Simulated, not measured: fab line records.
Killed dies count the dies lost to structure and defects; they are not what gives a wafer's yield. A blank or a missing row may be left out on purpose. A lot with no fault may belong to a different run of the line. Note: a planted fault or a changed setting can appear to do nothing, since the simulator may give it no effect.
What tool caused it? ; flow rit-cmos ; Sampling: 14 lots, 42 wafers, 3 of 202 route steps

== WHAT THE GAUGES SHOWED, per wafer ==
RIT_SDANNEAL_RS_MEAS_04: the measuring method here is four-point-probe.
lot;measured;on;PSD_RS (ohm/sq)
L174;day 3 12:26;film-metro-04;115.4 115.5 115.5
L176;day 3 18:40;film-metro-04;115.2 115.3 115.2
L177;day 4 02:26;film-metro-02;116.1 115.7 116.1
L178;day 4 06:01;film-metro-01;116.2 115.9 116.0
L179;day 4 06:26;film-metro-02;116.2 116.1 115.9
L180;day 4 18:49;film-metro-01;115.9 115.8 115.8
L184;day 5 09:59;film-metro-02;113.9 113.6 113.5
L186;day 6 00:31;film-metro-02;113.9 114.1 114.1
L187;day 6 04:38;film-metro-02;115.5 115.5 115.8
L189;day 6 16:20;film-metro-01;115.8 116.0 115.6
L191;day 7 00:56;film-metro-01;115.4 115.5 115.5
L193;day 7 06:49;film-metro-01;115.9 116.0 116.1
L195;day 7 16:11;film-metro-04;115.1 115.3 115.3
L197;day 8 00:02;film-metro-02;116.2 116.1 115.8

RIT_SDANNEAL_RS_MEAS_06: the measuring method here is four-point-probe.
lot;measured;on;PLDD_RS (ohm/sq)
L174;day 3 12:41;film-metro-04;177.6 178.5 177.6
L176;day 3 18:55;film-metro-04;178.7 178.2 178.2
L177;day 4 02:40;film-metro-02;178.8 178.2 178.9
L178;day 4 06:15;film-metro-01;179.3 178.9 179.6
L179;day 4 06:40;film-metro-02;178.8 179.2 179.4
L180;day 4 19:03;film-metro-01;178.4 178.1 178.3
L184;day 5 10:14;film-metro-02;176.5 175.9 176.0
L186;day 6 00:46;film-metro-02;176.6 176.6 176.0
L187;day 6 04:52;film-metro-02;178.2 179.0 178.0
L189;day 6 16:34;film-metro-01;179.3 179.0 178.6
L191;day 7 01:10;film-metro-01;178.3 177.9 178.1
L193;day 7 07:03;film-metro-01;178.6 178.4 178.6
L195;day 7 16:26;film-metro-04;177.6 177.8 178.2
L197;day 8 00:16;film-metro-02;178.8 178.5 178.6

== EACH LOT AND THE TOOL THAT RAN IT (in order: tool; ch and the chambers of the sampled wafers; start) ==
lot;RIT_SDANNEAL_RTA_03
L174;rtp-anneal-02 ch 0, day 3 12:23
L176;rtp-anneal-02 ch 0, day 3 18:35
L177;rtp-anneal-01 ch 0, day 4 02:22
L178;rtp-anneal-02 ch 0, day 4 05:57
L179;rtp-anneal-01 ch 0, day 4 06:22
L180;rtp-anneal-02 ch 0, day 4 18:45
L184;rtp-anneal-02 ch 0, day 5 09:55
L186;rtp-anneal-02 ch 0, day 6 00:28
L187;rtp-anneal-01 ch 0, day 6 04:34
L189;rtp-anneal-01 ch 0, day 6 16:16
L191;rtp-anneal-01 ch 0, day 7 00:49
L193;rtp-anneal-01 ch 0, day 7 06:41
L195;rtp-anneal-01 ch 0, day 7 16:07
L197;rtp-anneal-01 ch 0, day 7 23:56
- RIT_SDANNEAL_RTA_03: time 5 s.

== WHAT THE TOOLS THEMSELVES READ (means of the sampled wafers that have a number; where no wafer has one, the mark that the record gives instead) ==
RIT_SDANNEAL_RTA_03.
lot;tool;wafer_temp_C_max
L174;rtp-anneal-02;1053.5
L176;rtp-anneal-02;1054.3
L177;rtp-anneal-01;1052.8
L178;rtp-anneal-02;1054.3
L179;rtp-anneal-01;1054.1
L180;rtp-anneal-02;1053.2
L184;rtp-anneal-02;1052.9
L186;rtp-anneal-02;1053.7
L187;rtp-anneal-01;1053.3
L189;rtp-anneal-01;1053.5
L191;rtp-anneal-01;1053.3
L193;rtp-anneal-01;1053.6
L195;rtp-anneal-01;1053.0
L197;rtp-anneal-01;1053.5

== THE ANSWER, worked out from the rows above alone ==
Rule: what is usual is taken from the lots themselves. Put in order of their means at a reading, lots are off if they are a third of the lots or fewer, leave a main group of 4 or more, and stand apart from it by a gap of 3 or more times the standard deviation of the main group's means; of several such gaps the widest counts. A main group is skipped when, at the precision printed for the reading in the tables above, its means are all equal. A lot without any number at a reading at which 4 lots or more have one is off too. Where the step has rows for the other lots, those lots are counted as sound. The gauges are gone through in route order, then the tools' own readings, and for those a lot's mean is taken as printed above. The first step at which some lot is off is used, and at that step the reading that is off furthest; a lot without a number counts as furthest.
Off: L184, L186, at RIT_SDANNEAL_RS_MEAS_04 (PSD_RS). Main group: mean 115.7 ohm/sq, sd 0.3.
If a tool, at a process step before that reading, ran all the lots that are off and no sound lot after the first of them, it fits. Those tools and the gauges at RIT_SDANNEAL_RS_MEAS_04 are tried in the same way. One candidate fits, namely rtp-anneal-02 at RIT_SDANNEAL_RTA_03. Its last sound lot is L180 (day 4 18:45), its first lot that is off L184 (day 5 09:55): a fault that began between those two fits.

== WHAT WAS PUT IN BY THE SIMULATOR ==
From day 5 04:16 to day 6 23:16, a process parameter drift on rtp-anneal-02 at RIT_SDANNEAL_RTA_03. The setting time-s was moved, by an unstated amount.
Shown lots that were struck: L184, L186. Same finding as the rule above.
